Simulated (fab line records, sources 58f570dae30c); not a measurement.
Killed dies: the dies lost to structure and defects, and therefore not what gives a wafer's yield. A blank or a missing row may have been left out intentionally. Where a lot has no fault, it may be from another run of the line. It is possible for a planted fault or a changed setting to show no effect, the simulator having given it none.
8D (eight disciplines) problem report, filled in by code || flow berkeleyCmos170 || the parts of the form that need people (team, actions taken, sign-off) are left out

1. PROBLEM STATEMENT
Mean FIELD_OXIDE_THK at UCB170_FIELD_THK_MEAS_02: 664 nm over 6 wafers in 2 lots; fault-free wafers: 555 nm, standard deviation 10. Relative to the usual mean, that is a shift of +11 standard deviations.
The first sign was on wafer L574.2 at day 7 22:08, on filmMetro-01. The record has a number at this step for 33 wafers belonging to 11 lots. Rule for "out", or "out of limits": more than 4 standard deviations from the usual mean. The rest of the wafers with a number are treated as sound.

2. WHAT IT IS AND WHAT IT IS NOT
{"question": "which readings at this step", "is": "FIELD_OXIDE_THK", "is not": "-"}
{"question": "which lots", "is": "L574, L575", "is not": "L563, L564, L565, L566, L567, L568, L569, L570, L571"}
{"question": "which wafers of those lots", "is": "all that have a number", "is not": "-"}
{"question": "read on which gauges", "is": "filmMetro-01, filmMetro-04", "is not": "filmMetro-03"}
{"question": "when", "is": "from day 7 22:08", "is not": "up to then (27 sound wafers)"}

3. WHAT RULES OUT EACH SUSPECT
Counting: a tool stays on the suspect list if, at a process step up to the reading, it processed all lots that are out and no sound lot following the first of them.
- the gauge at UCB170_FIELD_THK_MEAS_02: ruled out. Those wafers that are out were read across 2 gauges (filmMetro-01, filmMetro-04).
- plasmaAsher-03 at UCB170_ZERO_STRIP_07 (strips in O2): kept. Every lot that is out went through it, starting with L574 (day 4 07:52), and after that it ran no sound lot; the last sound lot it ran before then is L570 (day 3 06:41).
- furnace-04 at UCB170_FIELD_OXIDATION_01 (target thk 558.3 nm, ox time 7200 s): kept. Every lot that is out went through it, starting with L574 (day 7 19:07), and after that it ran no sound lot; the last sound lot it ran before then is L569 (day 6 20:42).
What counting leaves: plasmaAsher-03 at UCB170_ZERO_STRIP_07 and furnace-04 at UCB170_FIELD_OXIDATION_01.

4. THE CAUSE (what the simulator had put in)
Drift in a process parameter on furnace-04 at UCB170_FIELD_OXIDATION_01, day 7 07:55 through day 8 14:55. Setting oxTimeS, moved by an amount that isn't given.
Of the 2 suspects that counting leaves, this tool is one.

5. SEQUENCE OF EFFECTS, ordered by route
One row per reading whose mean, taken over the struck wafers that have a number, lies over 3 standard deviations from the usual. Readings are gone through only where the record gives a usual standard deviation; hours: the median, over the lots, of the time from a lot's start at the first step in this table giving one to that lot's start at this step; sigmas: the change measured in usual standard deviations.
{"hours": 0, "step": "UCB170_FIELD_THK_MEAS_02", "reading": "FIELD_OXIDE_THK", "usual": "555 nm", "on struck wafers": 664, "change": "+110", "sigmas": "+11"}
{"hours": 7, "step": "UCB170_FIELD_THK_MEAS_90", "reading": "FIELD_OXIDE_LEFT_1_THK", "usual": "438 nm", "on struck wafers": 549, "change": "+111", "sigmas": "+10"}
{"hours": 31, "step": "UCB170_FIELD_THK_MEAS_91", "reading": "FIELD_OXIDE_LEFT_2_THK", "usual": "350 nm", "on struck wafers": 461, "change": "+111", "sigmas": "+10"}

6. WHAT WOULD HAVE CAUGHT IT SOONER
Counted from the fault's start at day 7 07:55, it took 14 hours until the first out-of-limits reading at a measuring or inspecting step in this record, taken at day 7 22:08.
No tool reading at UCB170_FIELD_OXIDATION_01 that has a usual standard deviation in the record was out on any struck wafer, so an alarm limit of 4 standard deviations on those readings would not have fired.
All the lots that are out (2) had begun UCB170_FIELD_OXIDATION_01 on furnace-04 by day 7 22:08. Tool hold at that time: it would have spared none of them.
